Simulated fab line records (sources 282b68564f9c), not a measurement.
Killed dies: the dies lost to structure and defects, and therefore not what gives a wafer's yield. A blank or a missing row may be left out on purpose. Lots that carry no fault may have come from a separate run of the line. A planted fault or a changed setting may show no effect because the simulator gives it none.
The same fault as seen by 2 desks ; flow ritCmos ; what lay behind the numbers comes last; until then each desk has only its own

## THE METROLOGY DESK
Lot by lot, what the gauges showed, no matter which tool ran the lot: averages of those sampled wafers that carry a number. If a lot's mean is further than 4 standard deviations from the usual mean, the lot is out of limits and carries the mark OUT (the distance appears in the brackets).
Columns: A = FOX1_OXIDE_THK at RIT_FOX1_THK_MEAS_01, usual 351 nm; B = NWELL_TW at RIT_NWELL_TW_MEAS_10, usual 2137
lot;first seen here;A;B
L227;day 1 17:52;348;2143
L228;day 1 23:03;357;2144
L229;day 2 05:10;359;2146
L237;day 3 21:19;345;2040 (-10) OUT
L238;day 4 01:37;354;2055 (-8.5) OUT
L240;day 4 11:17;358;2149
L242;day 4 20:09;355;2137
L246;day 5 19:19;353;2134
L247;day 5 21:13;362;2148
L249;day 6 08:06;363;2149
L250;day 6 14:34;359;2135
Per this desk, out of limits: L237, L238; the first was L237, day 4 01:20 (NWELL_TW at RIT_NWELL_TW_MEAS_10). L227, L228, L229, L240, L242, L246, L247, L249, L250 stayed within limits.

## DESK OF THE TOOL OWNER: implanter-03
RIT_NWELL_IMPLANT_08, tool's own readings: per-lot mean of the sampled wafers with a number, covering each lot this tool ran. If a lot's mean is further than 4 standard deviations from the usual mean, the lot is out of limits and carries the mark OUT (the distance appears in the brackets).
Columns: A = beamEnergyKeV at RIT_NWELL_IMPLANT_08, usual 170.00; B = tiltDeg at RIT_NWELL_IMPLANT_08, usual 6.999 degrees
lot;first seen here;A;B
L228;day 2 02:44;170.07;6.974
L229;day 2 08:51;169.97;6.985
L237;day 4 01:04;139.38 (-99 or more) OUT;6.995
L238;day 4 05:22;139.43 (-99 or more) OUT;7.000
Finding of this desk: L237, L238 out of limits; the first was L237 at day 4 01:04, on beamEnergyKeV at RIT_NWELL_IMPLANT_08. L228, L229 stayed within limits.

## ALL TOGETHER
On L237, L238, at day 4 01:04, an alarm was possible from the tool owner's desk.
L237, L238 would have let the metrology desk raise an alarm at day 4 01:20.
Every lot named ran RIT_NWELL_IMPLANT_08 on implanter-03.

## WHAT THE SIMULATOR HAD PUT IN
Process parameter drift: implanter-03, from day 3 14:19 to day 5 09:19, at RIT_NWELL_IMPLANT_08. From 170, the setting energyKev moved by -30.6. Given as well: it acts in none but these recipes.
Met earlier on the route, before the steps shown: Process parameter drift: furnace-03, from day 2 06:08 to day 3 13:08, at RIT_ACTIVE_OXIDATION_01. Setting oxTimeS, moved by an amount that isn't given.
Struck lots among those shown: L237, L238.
Counting hours from when the fault started, the first reading out of limits came at 11 for the tool owner's desk and at 11 for the metrology desk.
